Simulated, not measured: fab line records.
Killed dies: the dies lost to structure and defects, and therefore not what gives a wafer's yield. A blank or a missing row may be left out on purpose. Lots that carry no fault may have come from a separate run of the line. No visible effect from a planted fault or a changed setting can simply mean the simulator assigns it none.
Lot-split experiment | flow ritCmos | 5 lots, 23 wafers read, on a route of 202 steps

== ABOUT THE SPLIT ==
At RIT_GATE_OXIDATION_05 (target thk 3 nm, ox time 270 s), the setting tempC was moved away from the recipe's 900 C on 20 of the 23 wafers read, by -2.5% to +1.1%. For the rest of the wafers, this setting stayed at what the recipe calls for.

== FROM THE SPLIT TO THE READING: what the file shows between them, 1 step ==
- RIT_GATE_ANNEAL_06: time 600 s

== THE READING ==
At RIT_GATE_THK_MEAS_07: GATE_OXIDE_THK, given in nm. Fault-free wafers of this fab line usually give 3.03 nm, standard deviation 0.07 nm.

wafer  | tool, chamber at the split | tempC as run, C | against the recipe | GATE_OXIDE_THK, nm | against lot-mates on the recipe
L076.1 | -, -                       | 909.9           | +1.1%              | 3.47               | no lot-mate on the recipe
L076.3 | -, -                       | 909.9           | +1.1%              | 3.50               | no lot-mate on the recipe
L076.4 | -, -                       | 909.9           | +1.1%              | 3.52               | no lot-mate on the recipe
L076.5 | -, -                       | 909.9           | +1.1%              | 3.51               | no lot-mate on the recipe
L076.6 | -, -                       | 909.9           | +1.1%              | 3.45               | no lot-mate on the recipe
L077.1 | -, -                       | 884.2           | -1.8%              | 2.61               | no lot-mate on the recipe
L077.3 | -, -                       | 884.2           | -1.8%              | 2.55               | no lot-mate on the recipe
L077.4 | -, -                       | 884.2           | -1.8%              | 2.61               | no lot-mate on the recipe
L077.5 | -, -                       | 884.2           | -1.8%              | 2.51               | no lot-mate on the recipe
L077.6 | -, -                       | 884.2           | -1.8%              | 2.54               | no lot-mate on the recipe
L082.1 | -, -                       | 877.9           | -2.5%              | 2.29               | no lot-mate on the recipe
L082.3 | -, -                       | 877.9           | -2.5%              | 2.29               | no lot-mate on the recipe
L082.4 | -, -                       | 877.9           | -2.5%              | 2.35               | no lot-mate on the recipe
L082.5 | -, -                       | 877.9           | -2.5%              | 2.27               | no lot-mate on the recipe
L082.6 | -, -                       | 877.9           | -2.5%              | 2.24               | no lot-mate on the recipe
L083.1 | -, -                       | 880             | -2.2%              | 2.34               | no lot-mate on the recipe
L083.2 | -, -                       | 880             | -2.2%              | 2.35               | no lot-mate on the recipe
L083.4 | -, -                       | 880             | -2.2%              | 2.37               | no lot-mate on the recipe
L083.5 | -, -                       | 880             | -2.2%              | 2.31               | no lot-mate on the recipe
L083.6 | -, -                       | 880             | -2.2%              | 2.31               | no lot-mate on the recipe
L085.1 | furnace-04, 0              | 900             | recipe             | 3.01               | -
L085.2 | furnace-04, 0              | 900             | recipe             | 3.04               | -
L085.3 | furnace-04, 0              | 900             | recipe             | 2.99               | -

FIT RESULTS
A straight line over all 23 wafers: GATE_OXIDE_THK changes by +0.331 nm for each +1% of tempC; r = +0.99; the points scatter about the line by 0.054 nm.
Too few moved wafers have a lot-mate on the recipe to fit a line with each lot's own level taken away.

== THE WHOLE CHAIN: every reading that the file lists as answering this split, in the file's order ==
step                  | what it does                   | reading                                                                          | change (the file's fit)               | r (the file's)
RIT_GATE_OXIDATION_05 | target thk 3 nm, ox time 270 s | SiO2_of_GATE_OXIDATION_05.thkNm (the simulator's own value, which no gauge read) | +0.328 nm for each +1% of the setting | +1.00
RIT_GATE_THK_MEAS_07  |                                | GATE_OXIDE_THK                                                                   | +0.331 for each +1% of the setting    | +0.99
RIT_M1_PROBE_99       |                                | etest.pmos_0p3.rOnOhmUm (the simulator's own value, which no gauge read)         | +535 for each +1% of the setting      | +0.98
RIT_M1_PROBE_99       |                                | etest.nmos_0p3.rOnOhmUm (the simulator's own value, which no gauge read)         | +162 for each +1% of the setting      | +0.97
RIT_M1_PROBE_99       |                                | etest.nmos_0p15.driveUaUm (the simulator's own value, which no gauge read)       | -43.1 for each +1% of the setting     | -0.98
RIT_M1_PROBE_99       |                                | etest.nmosNarrow.driveUaUm (the simulator's own value, which no gauge read)      | -37.8 for each +1% of the setting     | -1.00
RIT_M1_PROBE_99       |                                | etest.nmosTurned.driveUaUm (the simulator's own value, which no gauge read)      | -25.2 for each +1% of the setting     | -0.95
RIT_M1_PROBE_99       |                                | etest.nmos_0p3.driveUaUm (the simulator's own value, which no gauge read)        | -31.3 for each +1% of the setting     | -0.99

== THE FILE'S OWN FIT ==
GATE_OXIDE_THK changes by +0.331 nm for each +1% of tempC, r = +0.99.
